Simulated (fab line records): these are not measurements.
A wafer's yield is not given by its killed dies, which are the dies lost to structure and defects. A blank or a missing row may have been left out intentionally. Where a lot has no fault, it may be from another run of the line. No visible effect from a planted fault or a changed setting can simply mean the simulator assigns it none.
fab line records -- flow ritCmos
[record] lots = 5, wafers = 15, lastDay = 7
route steps=202 shown M1@184
lots that met no fault: from a run of the same line without faults
startH: hours from the record's first day to the start of the lot's first wafer shown -- waitH: time in hours since the lot's previous step -- " repeats the value in the row above -- L1.1+2: a single row standing in for several wafers -- - value missing, or start not given -- * or withheld: withheld -- < > ~ a bound
route shown NAME@n: names a module that has steps shown in the file, with the first one's number in the route -- usual: mean and standard deviation over wafers with no fault -- same: alike in all rows -- chamber/n: place in a boat -- sites: the reading at each site -- _std_site: their standard deviation -- _edge_site: outer sites' mean less inner sites' -- radiusMm: for every site, how far away it sits from the centre of the wafer -- mask NAME#n: copy n -- behind: the last tool/chamber to shape the wafer -- hold: why the lot went on hold/how many hours it stayed there/how the hold came to an end -- device: the transistor (n, p or np) that didn't switch -- end of line: the tests these same wafers got at the end of their route -- a step with no rows: only its recipe -- killed: dies that structure and defects cost at the first sort, which is not the same as the wafer's yield -- map: the dies of a wafer, with x for killed, . for not killed, _ for no die there
set.NAME: setting as actually run; set.NAME@STEP: the setting as run at that earlier step -- model.NAME: the simulator's own value behind a step, which no gauge read
a table for each step, a row for each wafer; lots at some steps of the route
services: when a tool's chamber went out of use (startH, in hours from the record's first day, below 0 if earlier), for how many hours, and the reason
[[steps]]
[step RIT_M1_SPUTTER_00]
[recipe] material = Al, targetThkNm = 400, powerW = 2000, chamberPressurePa = 0.4, gas = Ar, timeS = 500, substrateTempC = 25
[usual] throttleValvePct = 29.8/0.96
lot.wafer,tool,chamber,startH,waitH,throttleValvePct
L326.1,pvdSputter-03,-,56.01,0.0,29.5
L326.4,pvdSputter-03,-,56.01,0.0,30.9
L326.6,pvdSputter-03,-,56.01,0.0,30.9
L328.1,pvdSputter-02,-,68.29,0.0,30.2
L328.3,pvdSputter-02,-,68.29,0.0,30.8
L328.4,pvdSputter-02,-,68.29,0.0,30.3
L329.2,pvdSputter-03,-,68.85,0.0,29.2
L329.3,pvdSputter-03,-,68.85,0.0,29.2
L329.6,pvdSputter-03,-,68.85,0.0,31.1
L345.1,pvdSputter-01,-,150.54,0.0,28.7
L345.4,pvdSputter-01,-,150.54,0.0,29.5
L345.5,pvdSputter-01,-,150.54,0.0,27.7
L349.1,pvdSputter-02,-,168.95,0.0,30.5
L349.2,pvdSputter-02,-,168.95,0.0,30.3
L349.4,pvdSputter-02,-,168.95,0.0,30.6
[step RIT_M1_RS_MEAS_01]
[recipe] thkMeasGauge = four-point-probe, reads = Al_of_M1_SPUTTER_00
[usual] M1_AL_RS = 0.0733/0.00099
lot.wafer,tool,chamber,startH,waitH,M1_AL_RS[ohm/sq]
L326.1,filmMetro-02,-,56.31,0.1,0.0733
L326.4,filmMetro-02,-,56.31,0.1,0.0750
L326.6,filmMetro-02,-,56.31,0.1,0.0747
L328.1,filmMetro-03,-,68.59,0.1,0.0720
L328.3,filmMetro-03,-,68.59,0.1,0.0715
L328.4,filmMetro-03,-,68.59,0.1,0.0716
L329.2,filmMetro-04,-,69.16,0.2,0.0751
L329.3,filmMetro-04,-,69.16,0.2,0.0745
L329.6,filmMetro-04,-,69.16,0.2,0.0757
L345.1,filmMetro-03,-,150.84,0.1,0.0712
L345.4,filmMetro-03,-,150.84,0.1,0.0715
L345.5,filmMetro-03,-,150.84,0.1,0.0731
L349.1,filmMetro-02,-,169.24,0.1,0.0736
L349.2,filmMetro-02,-,169.24,0.1,0.0733
L349.4,filmMetro-02,-,169.24,0.1,0.0725
[step RIT_M1_THK_MEAS_02]
[recipe] thkMeasGauge = xrf, reads = Al_of_M1_SPUTTER_00
[usual] M1_AL_THK = 413/6.5
lot.wafer,tool,chamber,startH,waitH,M1_AL_THK[nm]
L326.1,filmMetro-02,-,56.43,0.1,408
L326.4,filmMetro-02,-,56.43,0.1,399
L326.6,filmMetro-02,-,56.43,0.1,402
L328.1,filmMetro-03,-,68.71,0.1,423
L328.3,filmMetro-03,-,68.71,0.1,428
L328.4,filmMetro-03,-,68.71,0.1,427
L329.2,filmMetro-04,-,69.27,0.1,397
L329.3,filmMetro-04,-,69.27,0.1,401
L329.6,filmMetro-04,-,69.27,0.1,398
L345.1,filmMetro-03,-,150.96,0.1,429
L345.4,filmMetro-03,-,150.96,0.1,426
L345.5,filmMetro-03,-,150.96,0.1,417
L349.1,filmMetro-02,-,169.36,0.1,412
L349.2,filmMetro-02,-,169.36,0.1,412
L349.4,filmMetro-02,-,169.36,0.1,416
[step RIT_M1_HMDS_03]
[recipe] primeTimeS = 60, primeTempC = 140
[step RIT_M1_COAT_04]
[recipe] resist = NOVOLAK, spinRpm = 2000, resistThkNm = 1300
[step RIT_M1_SOFTBAKE_05]
[recipe] resist = NOVOLAK, tempC = 90, timeS = 60
[step RIT_M1_EXPOSE_06]
[recipe] maskId = M12, na = 0.6, sourceShape = conventional, sigmaOuter = 0.5, targetCdNm = 2600, doseMj = 250
[step RIT_M1_PEB_07]
[recipe] resist = NOVOLAK, tempC = withheld, timeS = withheld
[step RIT_M1_DEVELOP_08]
[recipe] resist = NOVOLAK, developTimeS = 68, devTempC = 23
[step RIT_M1_CD_MEAS_09]
[recipe] targetCdNm = 2600
[usual] cdNm = 2600.0/2.1
lot.wafer,tool,chamber,startH,waitH,cdNm
L326.1,cdSem-02,-,57.37,-,2598.6
L326.4,cdSem-02,-,57.37,-,2600.7
L326.6,cdSem-02,-,57.37,-,2599.5
L328.1,cdSem-02,-,69.72,-,2595.6
L328.3,cdSem-02,-,69.72,-,2595.3
L328.4,cdSem-02,-,69.72,-,2593.6
L329.2,cdSem-02,-,70.37,-,2600.5
L329.3,cdSem-02,-,70.37,-,2600.2
L329.6,cdSem-02,-,70.37,-,2600.2
L345.1,cdSem-01,-,151.90,-,2599.3
L345.4,cdSem-01,-,151.90,-,2601.1
L345.5,cdSem-01,-,151.90,-,2600.0
L349.1,cdSem-01,-,170.49,-,2594.8
L349.2,cdSem-01,-,170.49,-,2595.6
L349.4,cdSem-01,-,170.49,-,2597.2
[step RIT_M1_OVL_MEAS_10]
[usual] M1_OVL = 0.9/1.4
lot.wafer,tool,chamber,startH,waitH,M1_OVL[nm]
L326.1,overlay-02,-,57.49,0.1,1.4
L326.4,overlay-02,-,57.49,0.1,1.2
L326.6,overlay-02,-,57.49,0.1,1.4
L328.1,overlay-01,-,69.84,0.1,-1.1
L328.3,overlay-01,-,69.84,0.1,-0.5
L328.4,overlay-01,-,69.84,0.1,0.7
L329.2,overlay-01,-,70.49,0.1,0.4
L329.3,overlay-01,-,70.49,0.1,-1.0
L329.6,overlay-01,-,70.49,0.1,-0.7
L345.1,overlay-01,-,152.02,0.1,1.0
L345.4,overlay-01,-,152.02,0.1,2.2
L345.5,overlay-01,-,152.02,0.1,2.1
L349.1,overlay-02,-,170.61,0.1,1.4
L349.2,overlay-02,-,170.61,0.1,1.1
L349.4,overlay-02,-,170.61,0.1,1.8
[step RIT_M1_HARDBAKE_11]
[recipe] resist = NOVOLAK, tempC = 140, timeS = 120
[step RIT_M1_METAL_ETCH_12]
[recipe] stopOn = SiO2, chemistry = Cl2/BCl3, target = Al, timeS = 165, overEtchFrac = 0.5, pressureMtorr = 100, targetDepthA = 6000, rfW = 250, Cl2_flow_sccm = 60, bcl3FlowSccm = 50
[usual] drypumpMotorCurrentA = 5.7/0.36, oesProductAu = 0.784/0.013, throttleValvePct = 8.31/0.1
lot.wafer,tool,chamber,startH,waitH,drypumpMotorCurrentA,oesProductAu,rfHoursCounterH,throttleValvePct
L326.1,rieMetal-04,1,57.77,0.2,5.6,0.767,39,8.25
L326.4,rieMetal-04,0,57.77,0.2,6.0,0.757,-,8.31
L326.6,rieMetal-04,0,57.77,0.2,6.0,0.762,-,8.32
L328.1,rieMetal-03,1,70.17,0.2,5.9,0.794,4,8.33
L328.3,rieMetal-03,0,70.17,0.2,5.5,0.807,-,8.17
L328.4,rieMetal-03,1,70.17,0.2,5.9,0.799,-,8.35
L329.2,rieMetal-04,0,70.77,0.2,6.0,0.755,34,8.31
L329.3,rieMetal-04,1,70.77,0.2,5.7,0.769,-,8.25
L329.6,rieMetal-04,0,70.77,0.2,6.0,0.754,-,8.34
L345.1,rieMetal-03,0,152.30,0.2,5.5,0.804,5,8.16
L345.4,rieMetal-03,1,152.30,0.2,6.0,0.793,-,8.32
L345.5,rieMetal-03,0,152.30,0.2,5.5,0.794,-,8.15
L349.1,rieMetal-04,1,170.90,0.2,5.6,0.801,0,8.26
L349.2,rieMetal-04,0,170.90,0.2,6.0,0.789,0,8.31
L349.4,rieMetal-04,0,170.90,0.2,6.0,0.797,-,8.32
[step RIT_M1_STRIP_13]
[recipe] chemistry = nmp, resist = NOVOLAK, tempC = 80, timeS = 600, dry = n2Spin
[step RIT_M1_STRIP_14]
[recipe] chemistry = O2, timeS = 180, platenTempC = withheld, powerW = 500, pressureMtorr = 4000, o2FlowSccm = 4000
[usual] drypumpMotorCurrentA = 5.6/0.41, o2FlowSccm = 4001/13
lot.wafer,tool,chamber,startH,waitH,drypumpMotorCurrentA,o2FlowSccm,rfHoursCounterH
L326.1,plasmaAsher-04,1,58.11,0.0,5.3,3998,43
L326.4,plasmaAsher-04,0,58.11,0.0,6.0,3999,-
L326.6,plasmaAsher-04,1,58.11,0.0,5.3,4009,-
L328.1,plasmaAsher-04,1,70.53,0.0,5.3,3987,44
L328.3,plasmaAsher-04,1,70.53,0.0,5.3,4004,-
L328.4,plasmaAsher-04,0,70.53,0.0,6.0,3994,-
L329.2,plasmaAsher-03,0,71.10,0.0,5.5,3992,30
L329.3,plasmaAsher-03,1,71.10,0.0,5.5,3986,-
L329.6,plasmaAsher-03,1,71.10,0.0,5.5,4009,-
L345.1,plasmaAsher-02,0,152.64,0.0,6.3,4020,4
L345.4,plasmaAsher-02,1,152.64,0.0,4.9,3994,-
L345.5,plasmaAsher-02,0,152.64,0.0,6.3,4021,-
L349.1,plasmaAsher-03,0,171.24,0.0,5.5,4000,41
L349.2,plasmaAsher-03,1,171.24,0.0,5.5,3993,41
L349.4,plasmaAsher-03,1,171.24,0.0,5.5,3984,-
[step RIT_M1_CD_MEAS_90]
[recipe] targetCdNm = 2600
[usual] cdNm = 2600.9/2.8
lot.wafer,tool,chamber,startH,waitH,cdNm
L326.1,cdSem-02,-,58.28,0.1,2600.2
L326.4,cdSem-02,-,58.28,0.1,2600.2
L326.6,cdSem-02,-,58.28,0.1,2600.3
L328.1,cdSem-02,-,70.70,0.1,2596.2
L328.3,cdSem-02,-,70.70,0.1,2598.5
L328.4,cdSem-02,-,70.70,0.1,2594.4
L329.2,cdSem-02,-,71.30,0.1,2601.2
L329.3,cdSem-02,-,71.30,0.1,2602.4
L329.6,cdSem-02,-,71.30,0.1,2601.4
L345.1,cdSem-02,-,152.82,0.1,2602.1
L345.4,cdSem-02,-,152.82,0.1,2599.6
L345.5,cdSem-02,-,152.82,0.1,2601.1
L349.1,cdSem-02,-,171.41,0.1,2595.4
L349.2,cdSem-02,-,171.41,0.1,2592.9
L349.4,cdSem-02,-,171.41,0.1,2596.3
[step RIT_M1_ANNEAL_15]
[recipe] tempC = 450, timeS = 1800, ambient = forming_gas_H2N2
[step RIT_M1_BOW_MEAS_16]
[recipe] mode = bow
[usual] M1_BOW = 16/6.3
lot.wafer,tool,chamber,startH,waitH,M1_BOW[um]
L326.1,filmMetro-03,-,60.21,0.0,18
L326.4,filmMetro-03,-,60.21,0.0,21
L326.6,filmMetro-03,-,60.21,0.0,13
L328.1,filmMetro-04,-,72.32,0.0,7
L328.3,filmMetro-04,-,72.32,0.0,13
L328.4,filmMetro-04,-,72.32,0.0,25
L329.2,filmMetro-03,-,72.92,0.0,13
L329.3,filmMetro-03,-,72.92,0.0,23
L329.6,filmMetro-03,-,72.92,0.0,11
L345.1,filmMetro-04,-,154.44,0.0,17
L345.4,filmMetro-04,-,154.44,0.0,7
L345.5,filmMetro-04,-,154.44,0.0,20
L349.1,filmMetro-03,-,173.43,0.0,15
L349.2,filmMetro-03,-,173.43,0.0,18
L349.4,filmMetro-03,-,173.43,0.0,9
[step RIT_M1_PROBE_99]
[usual] defectLimitedYield = 97.4/1.2, killed_at_M0_to_M3 = 0.0/0.12, killedAtContacts = 0.0/0.22, killedAtFrontEnd = 7/3.1, killedDies = 7/3.1, killedOpen = 3.5/2.2, killedShort = 3.3/1.9, sort_bin_3_pad_short = 0.1/0.21, sort_bin_5_function = 1.4/0.81, sort_bin_6_memory = 1.0/0.65, sortNPass = 257/3.1, sortYieldPct = 97.4/1.2
[same] grossDies = 264, killed_at_M4_up = 0, killedAtBackSide = 0, killedAtOther = 0
lot.wafer,tool,chamber,startH,waitH,defectLimitedYield[%],killed_at_M0_to_M3,killedAtContacts,killedAtFrontEnd,killedDies,killedOpen,killedShort,sort_bin_3_pad_short[%],sort_bin_5_function[%],sort_bin_6_memory[%],sortNPass,sortYieldPct[%]
L326.1,prober-02,-,60.33,0.1,98.5,0,0,4,4,3,1,0,0.4,1.1,260,98.5
L326.4,prober-02,-,60.48,0.2,97.7,0,0,6,6,2,4,0,1.1,1.1,258,97.7
L326.6,prober-02,-,60.58,0.2,97.7,0,0,6,6,4,2,0.4,1.5,0.4,258,97.7
L328.1,prober-02,-,72.44,0.1,97.0,0,0,8,8,6,2,0,1.5,1.5,256,97.0
L328.3,prober-02,-,72.54,0.2,97.7,0,0,6,6,1,5,0.8,1.1,0.4,258,97.7
L328.4,prober-02,-,72.59,0.2,98.5,0,1,3,4,1,3,0.4,0.8,0.4,260,98.5
L329.2,prober-01,-,73.07,0.1,97.0,0,0,8,8,4,4,0.8,1.1,1.1,256,97.0
L329.3,prober-01,-,73.12,0.2,97.3,0,0,7,7,6,1,0.4,1.1,1.1,257,97.3
L329.6,prober-01,-,73.27,0.2,98.5,0,0,4,4,2,2,0,1.1,0.4,260,98.5
L345.1,prober-02,-,154.56,0.1,98.5,0,1,3,4,3,1,0,0.8,0.8,260,98.5
L345.4,prober-02,-,154.71,0.2,98.1,0,0,5,5,1,4,0.4,0.8,0.8,259,98.1
L345.5,prober-02,-,154.76,0.2,98.5,0,0,4,4,2,2,0,0.8,0.8,260,98.5
L349.1,prober-01,-,173.55,0.1,97.7,0,0,6,6,5,1,0,1.5,0.8,258,97.7
L349.2,prober-01,-,173.60,0.1,95.5,8,0,4,12,1,3,0,1.9,2.7,252,95.5
L349.4,prober-01,-,173.70,0.2,94.7,4,0,10,14,4,6,0.8,2.3,2.3,250,94.7
// killed by level:class
L326.1 GATE:geometricParticle:open=2 GATE:geometricParticle:short=1 REOX:geometricParticle:open=1
L326.4 FOX1:geometricParticle:short=3 FOX1:geometricParticle:open=1 GATE:geometricParticle:short=1 SILICIDE:geometricParticle:open=1
L326.6 SILICIDE:geometricParticle:open=3 GATE:geometricParticle:short=2 FOX2:geometricParticle:open=1
L328.1 FOX1:geometricParticle:open=3 GATE:geometricParticle:open=1 GATE:geometricParticle:short=1 REOX:geometricParticle:open=1 REOX:geometricParticle:short=1 SILICIDE:geometricParticle:open=1
L328.3 GATE:geometricParticle:short=2 REOX:geometricParticle:short=2 ACTIVE:geometricParticle:open=1 FOX1:geometricParticle:short=1
L328.4 GATE:geometricParticle:short=2 FOX1:geometricParticle:short=1 CONTACT:geometricParticle:open=1
L329.2 GATE:geometricParticle:short=2 FOX1:geometricParticle:open=1 FOX1:geometricParticle:short=1 GATE:geometricParticle:open=1 REOX:geometricParticle:open=1 REOX:geometricParticle:short=1 SPACER:geometricParticle:open=1
L329.3 GATE:geometricParticle:open=2 REOX:geometricParticle:open=2 FOX1:geometricParticle:open=1 FOX2:geometricParticle:open=1 GATE:geometricParticle:short=1
L329.6 ACTIVE:geometricParticle:open=1 FOX2:geometricParticle:open=1 GATE:geometricParticle:short=1 REOX:geometricParticle:short=1
L345.1 SPACER:geometricParticle:open=1 SILICIDE:geometricParticle:open=1 SILICIDE:geometricParticle:short=1 CONTACT:geometricParticle:open=1
L345.4 SILICIDE:geometricParticle:short=2 FOX1:geometricParticle:short=1 FOX2:geometricParticle:open=1 GATE:geometricParticle:short=1
L345.5 GATE:geometricParticle:open=2 GATE:geometricParticle:short=1 SILICIDE:geometricParticle:short=1
L349.1 REOX:geometricParticle:open=2 FOX1:geometricParticle:open=1 SPACER:geometricParticle:open=1 SILICIDE:geometricParticle:short=1 SILICIDE:geometricParticle:open=1
L349.2 M1:unspecified=8 FOX1:geometricParticle:short=2 FOX2:geometricParticle:short=1 SILICIDE:geometricParticle:open=1
L349.4 M1:unspecified=4 SILICIDE:geometricParticle:short=3 FOX1:geometricParticle:open=2 FOX1:geometricParticle:short=2 GATE:geometricParticle:short=1 GATE:geometricParticle:open=1 SILICIDE:geometricParticle:open=1
// map L349.4 (x killed, . not)
________......._______
_____.............____
____...............___
___.................__
__..........x........_
__..................._
_.xx........x..x......
_.....................
_.....................
_........x............
__...x........x...x.._
__..........x........_
___....x............__
____......xx.......___
_____..x..........____
________......._______
// map L326.4 (x killed, . not)
________......._______
_____.............____
____...............___
___.................__
__.........xx........_
__..................._
_.....................
_....x................
_.....................
_.....................
__..................._
__..................._
___.....x...........__
____..............x___
_____......x......____
________......._______
[[services]]
tool,chamber,startH,hours,kind
pvdSputter-01,-,37.39,1.7,repair
rieMetal-03,1,76.17,5.1,repair
plasmaAsher-02,-,80.01,1.5,repair
plasmaAsher-04,-,99.22,2.8,pm
plasmaAsher-02,-,108.75,9.0,pm
plasmaAsher-02,0,108.75,9.0,ventCycle
plasmaAsher-02,1,108.75,9.0,ventCycle
plasmaAsher-03,-,114.53,2.8,pm
plasmaAsher-02,0,117.75,-,clean
plasmaAsher-02,1,117.75,-,clean
rieMetal-04,-,136.12,20.0,pm
rieMetal-04,0,136.12,20.0,ventCycle
rieMetal-04,1,136.12,20.0,ventCycle
plasmaAsher-02,-,137.37,1.0,repair
rieMetal-04,0,156.12,-,clean
rieMetal-04,1,156.12,-,clean
pvdSputter-01,-,157.75,6.6,repair
pvdSputter-03,-,161.02,0.7,repair
[[key]]
[firstSign] step = RIT_M1_PROBE_99, reading = killed_at_M0_to_M3, direction = up, sigmas = 6, usual = 0.0, struck = 6, through = controlLoop
effect none on later readings
metAt RIT_M1_METAL_ETCH_12
struckWafers L349.2,L349.4
[loopTrim] step = RIT_M1_EXPOSE_06, setting = dose, lots = L349
onsetBetween 70.77 170.90
[fault] kind = chamberParticleSource, tool = rieMetal-04, chamber = 0, onsetH = 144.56, steps = RIT_M1_METAL_ETCH_12, ratePerVisitCm2 = 0.015885, endH = 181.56
// loopTrim: a control loop set the setting to another value than it would have without faults
